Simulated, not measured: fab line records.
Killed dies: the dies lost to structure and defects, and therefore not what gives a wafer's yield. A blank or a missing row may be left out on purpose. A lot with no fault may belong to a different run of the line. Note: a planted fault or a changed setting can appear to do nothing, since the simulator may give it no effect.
A struck lot beside a sound one :: flow rit_cmos :: 43 steps out of a route of 202
Sound: wafers L901.1, L901.3, L901.6. Struck: wafer L912.5. (L912.1, L912.2 of the same lot were not struck and are left out.) The cause comes at the end.
For every step that has rows: the tool of each side, followed by ch and its chambers, followed by its first start. Under that, the readings that differ: sound wafers :: struck wafers :: difference of the means :: sigmas: that difference in standard deviations of wafers without a fault.
alike: words and numbers the same on both sides, and readings whose means are apart by under 2 such deviations; not compared: readings that were withheld, readings missing a value for some wafer, numbers with overlapping values and no deviation given by the record, and bounds like >300 which may hide the same value.
Wherever a step has rows on one side only, a row that says differs or no value, or a row with sigmas, the two part there. When numbers do not overlap yet have no deviation, they are printed without sigmas and do not part them. A reading that every wafer of one side lacks parts them only if that side has two wafers or more.

RIT_SDANNEAL_RTA_03: time 5 s.
  sound on rtp_anneal-02 ch 0, day 5 09:53; struck on rtp_anneal-01 ch 0, day 7 14:15
  alike: ramp_down_c_per_s, wafer_temp_C_max
RIT_SDANNEAL_RS_MEAS_04: measures by four-point-probe.
  sound on film_metro-01 at day 5 09:56; struck on film_metro-01 at day 7 14:19
  alike: PSD_RS
RIT_SDANNEAL_RS_MEAS_05: measures by four-point-probe.
  sound on film_metro-01 at day 5 10:04; struck on film_metro-01 at day 7 14:26
  alike: NSD_RS
RIT_SDANNEAL_RS_MEAS_06: measures by four-point-probe.
  sound on film_metro-01 at day 5 10:11; struck on film_metro-01 at day 7 14:33
  alike: PLDD_RS
RIT_SDANNEAL_RS_MEAS_07: measures by four-point-probe.
  sound on film_metro-01 at day 5 10:18; struck on film_metro-01 at day 7 14:40
  alike: NLDD_RS
then, 1 step without rows for these wafers: RIT_SILICIDE_WET_ETCH_00 (etches SiO2 in BOE, target depth 14 nm, time 15 s).
RIT_SILICIDE_SPUTTER_01: material Ti, target thk 30 nm, time 240 s.
  sound on pvd_sputter-04 at day 5 10:26; struck on pvd_sputter-02 at day 7 14:48
  alike: throttle_valve_pct
RIT_SILICIDE_RS_MEAS_02: measures by four-point-probe.
  sound on film_metro-02 at day 5 10:35; struck on film_metro-03 at day 7 14:57
  alike: SILICIDE_TI_RS
RIT_SILICIDE_THK_MEAS_03: measures by xrf.
  sound on film_metro-02 at day 5 10:42; struck on film_metro-03 at day 7 15:04
  alike: SILICIDE_TI_THK
RIT_SILICIDE_RTA_04: time 10 s, ramp up 5 s, ramp down 5 s.
  sound on rtp_anneal-01 ch 0, day 5 10:46; struck on rtp_anneal-02 ch 0, day 7 15:08
reading: wafer_temp_C_max
sound: 651.7 651.8 651.9
struck: 653.3
difference: +1.5
sigmas: +3
then, 1 step without rows for these wafers: RIT_SILICIDE_WET_ETCH_05 (etches Ti in SPM, time 120 s).
RIT_SILICIDE_RTA_06: time 10 s, ramp up 5 s, ramp down 10 s.
  sound on rtp_anneal-02 ch 0, day 5 10:52; struck on rtp_anneal-01 ch 0, day 7 15:14
  alike: wafer_temp_C_max
RIT_CONTACT_CVD_00: deposits SiO2 from TEOS, target thk 400 nm, time 61 s.
  sound on pecvd-02 ch 0,2, day 5 10:56; struck on pecvd-03 ch 2, day 7 15:19
reading: model.SiO2_of_CONTACT_CVD_00.thk_nm (nm)
sound: 391.7 389.7 396.4
struck: 425.2
difference: +32.6
sigmas: 
  alike: heater_power_w
RIT_CONTACT_THK_MEAS_01:
  sound on film_metro-03 at day 5 10:59; struck on film_metro-01 at day 7 15:22
reading: CONTACT_TEOS_THK (nm)
sound: 392 390 397
struck: 425
difference: +32
sigmas: +7
then, 6 steps without rows for these wafers: RIT_CONTACT_HMDS_02 (prime time 60 s); RIT_CONTACT_COAT_03 (resist thk 1000 nm); RIT_CONTACT_SOFTBAKE_04 (time 60 s); RIT_CONTACT_EXPOSE_05 (exposes mask M11, target cd 1000 nm); RIT_CONTACT_PEB_06; RIT_CONTACT_DEVELOP_07 (develop time 120 s).
RIT_CONTACT_CD_MEAS_08: the cd target is 1000 nm.
  sound on cd_sem-02 at day 5 12:08; struck on cd_sem-01 at day 7 16:31
  alike: cd_nm
RIT_CONTACT_OVL_MEAS_09:
  sound on overlay-02 at day 5 12:16; struck on overlay-01 at day 7 16:38
  alike: CONTACT_OVL
then, 1 step without rows for these wafers: RIT_CONTACT_HARDBAKE_10 (time 60 s).
RIT_CONTACT_ETCH_11: etches SiO2 in CHF3/CF4/Ar, stops on TiSi2, target depth 480 nm, time 320 s.
  sound on rie_diel-03 ch 0,2,3, day 5 12:32; struck on rie_diel-01 ch 0, day 7 16:53
reading: model.CONTACT.feature_depth_nm (nm)
sound: 391.7 389.7 396.4
struck: 425.2
difference: +32.6
sigmas: 

reading: model.etch.depth_nm (nm)
sound: 391.7 389.7 396.4
struck: 425.2
difference: +32.6
sigmas: 
  alike: drypump_motor_current_A, oes_product_au, throttle_valve_pct
  not compared: rf_hours_counter_h
RIT_CONTACT_STRIP_12: strips in O2, time 180 s.
  sound on plasma_asher-03 ch 0,1, day 5 12:44; struck on plasma_asher-02 ch 0, day 7 17:05
  alike: drypump_motor_current_A
  not compared: rf_hours_counter_h
RIT_CONTACT_CD_MEAS_90: the cd target is 1000 nm.
  sound on cd_sem-02 at day 5 12:54; struck on cd_sem-02 at day 7 17:16
  alike: cd_nm
then, 3 steps without rows for these wafers: RIT_CONTACT_CLEAN_13 (cleans in SC1, time 600 s); RIT_CONTACT_CLEAN_14 (cleans in SC2, time 600 s); RIT_M1_SPUTTER_00 (material Al, target thk 400 nm, time 500 s).
RIT_M1_RS_MEAS_01: measures by four-point-probe.
  sound on film_metro-02 at day 5 13:40; struck on film_metro-01 at day 7 18:04
  alike: M1_AL_RS
RIT_M1_THK_MEAS_02: measures by xrf.
  sound on film_metro-02 at day 5 13:47; struck on film_metro-01 at day 7 18:11
  alike: M1_AL_THK
then, 6 steps without rows for these wafers: RIT_M1_HMDS_03 (prime time 60 s); RIT_M1_COAT_04 (resist thk 1300 nm); RIT_M1_SOFTBAKE_05 (time 60 s); RIT_M1_EXPOSE_06 (exposes mask M12, target cd 2600 nm); RIT_M1_PEB_07; RIT_M1_DEVELOP_08 (develop time 68 s).
RIT_M1_CD_MEAS_09: the cd target is 2600 nm.
  sound on cd_sem-02 at day 5 14:44; struck on cd_sem-02 at day 7 19:09
  alike: cd_nm
RIT_M1_OVL_MEAS_10:
  sound on overlay-01 at day 5 14:51; struck on overlay-01 at day 7 19:16
  alike: M1_OVL
then, 1 step without rows for these wafers: RIT_M1_HARDBAKE_11 (time 120 s).
RIT_M1_METAL_ETCH_12: etches Al in Cl2/BCl3, stops on SiO2, time 165 s, target depth 600 nm.
  sound on rie_metal-03 ch 0,1, day 5 15:08; struck on rie_metal-01 ch 0, day 7 19:34
reading: model.SiO2_of_CONTACT_CVD_00.thk_nm (nm)
sound: 353.9 351.9 358.6
struck: 388.9
difference: +34.1
sigmas: 
  alike: drypump_motor_current_A, mfc_cl2_sccm, oes_product_au, throttle_valve_pct
  not compared: rf_hours_counter_h
then, 1 step without rows for these wafers: RIT_M1_STRIP_13 (strips in nmp, time 600 s).
RIT_M1_PROBE_99:
  rows exist in the record for the struck wafers here (prober-02, day 7 22:08), but not for the sound ones

WHERE THEY PART
Earliest at RIT_SILICIDE_RTA_04; latest, in this record, at RIT_M1_PROBE_99.

WHY: the cause the simulator had injected
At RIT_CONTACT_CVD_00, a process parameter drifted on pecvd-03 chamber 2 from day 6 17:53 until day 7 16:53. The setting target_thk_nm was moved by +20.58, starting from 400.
